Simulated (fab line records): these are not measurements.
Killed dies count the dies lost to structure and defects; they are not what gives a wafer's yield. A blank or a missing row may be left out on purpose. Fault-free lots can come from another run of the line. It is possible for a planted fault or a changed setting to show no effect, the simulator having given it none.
fab line records	flow rit_cmos
[record] lots = 7	wafers = 21	last_day = 7
route steps=202 shown NWELL@30 PWELL@39
lots that met no fault: taken from a fault-free run of the same line
start_h: hours from the record's first day to the start of the lot's first wafer shown	wait_h: hours elapsed since this lot's preceding step	" identical to the entry in the row above	L1.1+2: one row covering several wafers at once	- either no value or no given start	* or withheld: withheld	< > ~ a bound
route shown NAME@n: NAME is a module with steps in the file, n the number in the route of the first one	usual: mean and standard deviation over wafers with no fault	same: alike in all rows	chamber/n: place in a boat	sites: each site's reading	_std_site: the values' standard deviation	_edge_site: the outer-site mean with the inner-site mean subtracted	radius_mm: for every site, how far away it sits from the centre of the wafer	mask NAME#n: copy n	behind: the tool/chamber that last shaped the wafer	hold: the reason the lot was held/the length of the hold in hours/how it ended	device: the transistor (n, p or np) that didn't switch	end of line: the tests these same wafers got at the end of their route	for a step that has no rows: nothing shown but its recipe	killed: the dies lost at the first sort to structure and to defects; this is not the yield of the wafer	map: per-die view of a wafer (x killed, . not killed, _ where there is no die)
set.NAME: the setting the step ran with; set.NAME@STEP: the setting that earlier step ran with	model.NAME: the simulator's own value behind a step, which no gauge read
certain route steps with their lots: each step a table, each wafer a row
services: the hour from which a tool's chamber was out of use, counted from the record's first day as start_h (under 0 if before that day), plus the number of hours and why
[[steps]]
[step RIT_NWELL_SOFTBAKE_02]
[recipe] resist = NOVOLAK	temp_c = 90	time_s = 60
[step RIT_NWELL_EXPOSE_03]
[recipe] mask_id = M2	na = 0.57	target_cd_nm = 43900	dose_mj = 250
[step RIT_NWELL_PEB_04]
[recipe] resist = NOVOLAK	temp_c = withheld	time_s = withheld
[step RIT_NWELL_DEVELOP_05]
[recipe] resist = NOVOLAK	develop_time_s = 68	dev_temp_c = 23
[step RIT_NWELL_OVL_MEAS_06]
[usual] NWELL_OVL = 0.0/1.5
lot.wafer	tool	chamber	start_h	wait_h	NWELL_OVL[nm]
L397.1	overlay-02	-	25.52	-	1.9
L397.5	"	-	"	"	1.3
L397.6	"	-	"	"	1.1
L402.2	overlay-02	-	50.88	-	-4.9
L402.4	"	-	"	"	-4.5
L402.5	"	-	"	"	-3.5
L403.3	overlay-01	-	56.02	-	-1.4
L403.5	"	-	"	"	1.0
L403.6	"	-	"	"	-0.9
L404.2	overlay-01	-	60.36	-	1.6
L404.3	"	-	"	"	2.1
L404.5	"	-	"	"	0.3
L412.1	overlay-01	-	100.92	-	0.3
L412.3	"	-	"	"	-1.2
L412.4	"	-	"	"	-1.2
L415.1	overlay-01	-	116.81	-	-0.5
L415.2	"	-	"	"	0.5
L415.6	"	-	"	"	0.9
L417.1	overlay-01	-	126.66	-	-1.3
L417.3	"	-	"	"	-0.9
L417.6	"	-	"	"	-1.7
[step RIT_NWELL_HARDBAKE_07]
[recipe] resist = NOVOLAK	temp_c = 140	time_s = 120
[step RIT_NWELL_IMPLANT_08]
[recipe] species = P	energy_kev = 170	dose_cm2 = 5e+13	tilt_deg = 7
[step RIT_NWELL_STRIP_09]
[recipe] chemistry = O2	time_s = 180	resist = NOVOLAK	platen_temp_c = withheld	power_w = 500	pressure_mtorr = 4000	o2_flow_sccm = 4000
[usual] drypump_motor_current_A = 5.6/0.48
lot.wafer	tool	chamber	start_h	wait_h	drypump_motor_current_A	rf_hours_counter_h
L397.1	plasma_asher-03	0	25.96	0.1	6.4	36
L397.5	"	1	"	"	5.7	-
L397.6	"	0	"	"	6.5	-
L402.2	plasma_asher-03	1	51.35	0.1	5.7	39
L402.4	"	0	"	"	6.5	-
L402.5	"	0	"	"	6.4	-
L403.3	plasma_asher-03	0	56.64	0.1	6.4	-
L403.5	"	1	"	"	5.7	-
L403.6	"	0	"	"	6.4	-
L404.2	plasma_asher-01	0	60.79	0.1	5.0	46
L404.3	"	0	"	"	5.0	-
L404.5	"	0	"	"	5.0	-
L412.1	plasma_asher-04	0	101.36	0.1	5.2	30
L412.3	"	0	"	"	5.2	-
L412.4	"	1	"	"	5.9	-
L415.1	plasma_asher-03	0	117.24	0.1	6.4	46
L415.2	"	1	"	"	5.7	46
L415.6	"	1	"	"	5.7	-
L417.1	plasma_asher-01	0	127.10	0.1	5.0	1
L417.3	"	1	"	"	5.5	-
L417.6	"	0	"	"	5.0	-
[step RIT_NWELL_TW_MEAS_10]
[usual] NWELL_TW = 2146/12
lot.wafer	tool	chamber	start_h	wait_h	NWELL_TW
L397.1	film_metro-04	-	26.13	0.1	2126
L397.5	"	-	"	"	2127
L397.6	"	-	"	"	2117
L402.2	film_metro-04	-	51.54	0.1	2142
L402.4	"	-	"	"	2143
L402.5	"	-	"	"	2147
L403.3	film_metro-02	-	56.78	0.1	2160
L403.5	"	-	"	"	2154
L403.6	"	-	"	"	2156
L404.2	film_metro-03	-	60.97	0.1	2154
L404.3	"	-	"	"	2153
L404.5	"	-	"	"	2152
L412.1	film_metro-03	-	101.53	0.1	2149
L412.3	"	-	"	"	2136
L412.4	"	-	"	"	2151
L415.1	film_metro-02	-	117.42	0.1	2154
L415.2	"	-	"	"	2161
L415.6	"	-	"	"	2158
L417.1	film_metro-03	-	127.27	0.1	2144
L417.3	"	-	"	"	2161
L417.6	"	-	"	"	2146
[step RIT_PWELL_HMDS_00]
[recipe] prime_time_s = 60	prime_temp_c = 140
[step RIT_PWELL_COAT_01]
[recipe] resist = NOVOLAK	spin_rpm = 2000	resist_thk_nm = 1300
[step RIT_PWELL_SOFTBAKE_02]
[recipe] resist = NOVOLAK	temp_c = 90	time_s = 61.31
[usual] heater_power_total_W = 34.60/0.05	plate_sensor_t_centre_C = 90.971/0.0099	plate_sensor_t_edge_C = 91.021/0.01	softbake_temp_c = 89.95/0.13
lot.wafer	tool	chamber	start_h	wait_h	heater_power_total_W	plate_sensor_t_centre_C	plate_sensor_t_edge_C	softbake_temp_c
L397.1	litho_track-03	0	26.49	0.1	34.55	90.981	91.027	90.35
L397.5	"	0	"	"	34.58	90.980	91.015	90.00
L397.6	"	0	"	"	34.57	90.962	91.008	90.05
L402.2	litho_track-03	0	51.91	0.1	34.56	90.960	91.035	90.01
L402.4	"	0	"	"	34.61	90.978	91.023	89.90
L402.5	"	0	"	"	34.68	90.959	91.021	89.99
L403.3	litho_track-02	0	57.17	0.1	34.65	90.952	91.018	89.89
L403.5	"	0	"	"	34.72	90.981	91.030	90.02
L403.6	"	0	"	"	34.59	90.966	91.008	90.12
L404.2	litho_track-04	0	61.35	0.1	34.63	90.968	91.026	89.91
L404.3	"	0	"	"	34.63	90.965	91.014	89.86
L404.5	"	0	"	"	34.65	90.963	91.028	89.94
L412.1	litho_track-02	0	101.89	0.1	34.65	90.953	91.029	90.16
L412.3	"	0	"	"	34.56	90.954	91.023	90.15
L412.4	"	0	"	"	34.63	90.978	91.019	90.12
L415.1	litho_track-02	0	117.96	0.1	34.54	90.967	91.011	89.82
L415.2	"	0	"	"	34.57	90.970	91.006	89.99
L415.6	"	0	"	"	34.54	90.960	91.018	89.90
L417.1	litho_track-02	0	127.63	0.1	34.67	90.967	91.022	89.90
L417.3	"	0	"	"	34.63	90.982	91.033	90.05
L417.6	"	0	"	"	34.54	90.980	91.004	89.90
[step RIT_PWELL_EXPOSE_03]
[recipe] mask_id = M3	na = 0.57	target_cd_nm = 43700	dose_mj = 250
[usual] exposure_dose_mJ_cm2 = 250.01/0.24	focus_offset_nm = 0.0/0.59	reticle_temp_C = 23.01/0.1
lot.wafer	tool	chamber	start_h	wait_h	mask	exposure_dose_mJ_cm2	focus_offset_nm	reticle_temp_C
L397.1	iline_stepper-01	0	26.77	0.2	M3#0	249.81	-0.4	23.07
L397.5	"	0	"	"	M3#0	249.87	0.2	23.06
L397.6	"	0	"	"	M3#0	249.44	0.5	23.16
L402.2	iline_stepper-01	-	52.05	0.1	M3#0	-	-	-
L402.4	"	-	"	"	M3#0	-	-	-
L402.5	"	-	"	"	M3#0	-	-	-
L403.3	iline_stepper-01	-	57.30	0.1	M3#0	-	-	-
L403.5	"	-	"	"	M3#0	-	-	-
L403.6	"	-	"	"	M3#0	-	-	-
L404.2	iline_stepper-02	-	61.62	0.2	M3#0	-	-	-
L404.3	"	-	"	"	M3#0	-	-	-
L404.5	"	-	"	"	M3#0	-	-	-
L412.1	iline_stepper-02	0	102.17	0.2	M3#0	250.19	0.2	23.02
L412.3	"	0	"	"	M3#0	249.86	0.1	22.81
L412.4	"	0	"	"	M3#0	249.74	0.1	23.12
L415.1	iline_stepper-01	0	118.11	0.1	M3#0	250.29	-1.0	22.87
L415.2	"	0	"	"	M3#0	250.35	-0.4	22.98
L415.6	"	0	"	"	M3#0	250.21	-1.1	22.89
L417.1	iline_stepper-02	0	127.78	0.1	M3#0	250.19	-0.7	23.08
L417.3	"	0	"	"	M3#0	250.10	-0.1	22.86
L417.6	"	0	"	"	M3#0	249.92	-0.6	23.18
[step RIT_PWELL_PEB_04]
[recipe] resist = NOVOLAK	temp_c = withheld	time_s = withheld
[[services]]
tool	chamber	start_h	hours	kind
plasma_asher-01	-	4.49	6.7	repair
plasma_asher-04	-	29.74	2.5	repair
iline_stepper-02	0	34.41	-	calibration
iline_stepper-02	-	70.30	1.7	pm
iline_stepper-01	0	77.58	-	calibration
plasma_asher-01	-	108.75	9.0	pm
plasma_asher-01	0	108.75	9.0	vent_cycle
plasma_asher-01	1	108.75	9.0	vent_cycle
iline_stepper-02	-	109.03	2.4	repair
plasma_asher-01	0	117.75	-	clean
plasma_asher-01	1	117.75	-	clean
iline_stepper-02	-	127.35	-	consumable_replace:lamp
plasma_asher-03	-	127.60	15.7	repair
[[key]]
[first_sign] step = RIT_PWELL_EXPOSE_03	reading = tool_record	direction = missing
effect none on later readings
met_at RIT_PWELL_EXPOSE_03
struck_wafers L402.2,L402.4,L402.5,L403.3,L403.5,L403.6,L404.2,L404.3,L404.5
sort_left_out L402.2,L402.4,L402.5,L403.3,L403.5,L403.6,L404.2,L404.3,L404.5
tester_left_out L402,L403,L404
onset_between 26.77 52.05
[fault] kind = skipped_step_whole	tool = iline_stepper-01,iline_stepper-02	chamber = -	onset_h = 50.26	steps = RIT_PWELL_EXPOSE_03	scope = struck_lots_only
// tester_left_out: of these lots the tester's yield and bins aren't shown, on N5 and GAA mostly nor the transistor test; their killed dies are dies lost to structure and defects alone, not to doping, threshold or leakage, so they don't give the yield
// sort_left_out: the simulated sort isn't trusted on such a fault, so these wafers' sort isn't shown, and their yield isn't known
